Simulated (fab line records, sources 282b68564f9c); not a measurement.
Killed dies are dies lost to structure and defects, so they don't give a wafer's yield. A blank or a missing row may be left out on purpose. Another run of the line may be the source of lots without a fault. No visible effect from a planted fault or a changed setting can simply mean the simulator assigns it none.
What tool caused it? ; flow ritCmos ; 8 lots with 24 wafers sampled at 2 steps, on a route of 202 steps

== WHAT THE GAUGES READ, wafer by wafer ==
RIT_NLDD_OVL_MEAS_06.
lot;measured;on;NLDD_OVL (nm)
L349;day 3 03:01;overlay-01;0.5 -0.9 -0.9
L351;day 3 13:14;overlay-01;-3.1 -4.0 -2.8
L353;day 4 01:33;overlay-01;-0.3 -1.8 -0.7
L355;day 4 14:14;overlay-02;-300.1 -302.7 -301.6
L357;day 4 20:50;overlay-02;-301.6 -301.9 -302.0
L359;day 5 06:51;overlay-01;0.7 0.6 0.3
L364;day 6 07:16;overlay-02;0.4 0.7 0.7
L370;day 7 18:39;overlay-02;-0.8 -1.5 -0.3

== EACH LOT AND THE TOOL THAT RAN IT (in order: tool; ch and the chambers of the sampled wafers; start) ==
lot;RIT_NLDD_EXPOSE_03
L349;ilineStepper-01 ch 0, day 3 02:37
L351;ilineStepper-02 ch 0, day 3 12:50
L353;ilineStepper-01 ch 0, day 4 00:56
L355;ilineStepper-01 ch 0, day 4 13:52
L357;ilineStepper-01 ch 0, day 4 20:26
L359;ilineStepper-02 ch 0, day 5 06:27
L364;ilineStepper-02 ch 0, day 6 06:52
L370;ilineStepper-02 ch 0, day 7 18:16
- RIT_NLDD_EXPOSE_03: exposes mask M7, target cd 40700 nm.

== THE ANSWER, worked out from the rows above alone ==
Rule: the lots themselves supply what counts as usual. The widest of any qualifying gaps counts: lots, ordered by their means at a reading, are off when they make up no more than a third of the lots, leave a main group of 4 or more, and stand apart from it by 3 or more times the standard deviation of that group's means. A main group whose means are all the same, to the digits that the tables above print for the reading, isn't used. A lot without any number at a reading at which 4 lots or more have one is off too. Any other lot the step has rows for is counted as sound.
Off: L355, L357, seen at RIT_NLDD_OVL_MEAS_06 (NLDD_OVL). For the main group the mean is -0.7 nm and the standard deviation 1.3.
If a tool, at a process step before that reading, ran all the lots that are off and no sound lot after the first of them, it fits. Those tools and the gauges at RIT_NLDD_OVL_MEAS_06 are tried in the same way. One fits: RIT_NLDD_EXPOSE_03 on ilineStepper-01. Its last sound lot is L353 (day 4 00:56), its first lot that is off L355 (day 4 13:52): a fault that began between those two fits.

== WHAT THE SIMULATOR HAD INSERTED ==
Scanner matching overlay: ilineStepper-01, from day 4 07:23 on, at RIT_NLDD_EXPOSE_03. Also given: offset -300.
Shown lots that were struck: L355, L357. The rule above reached the same finding.
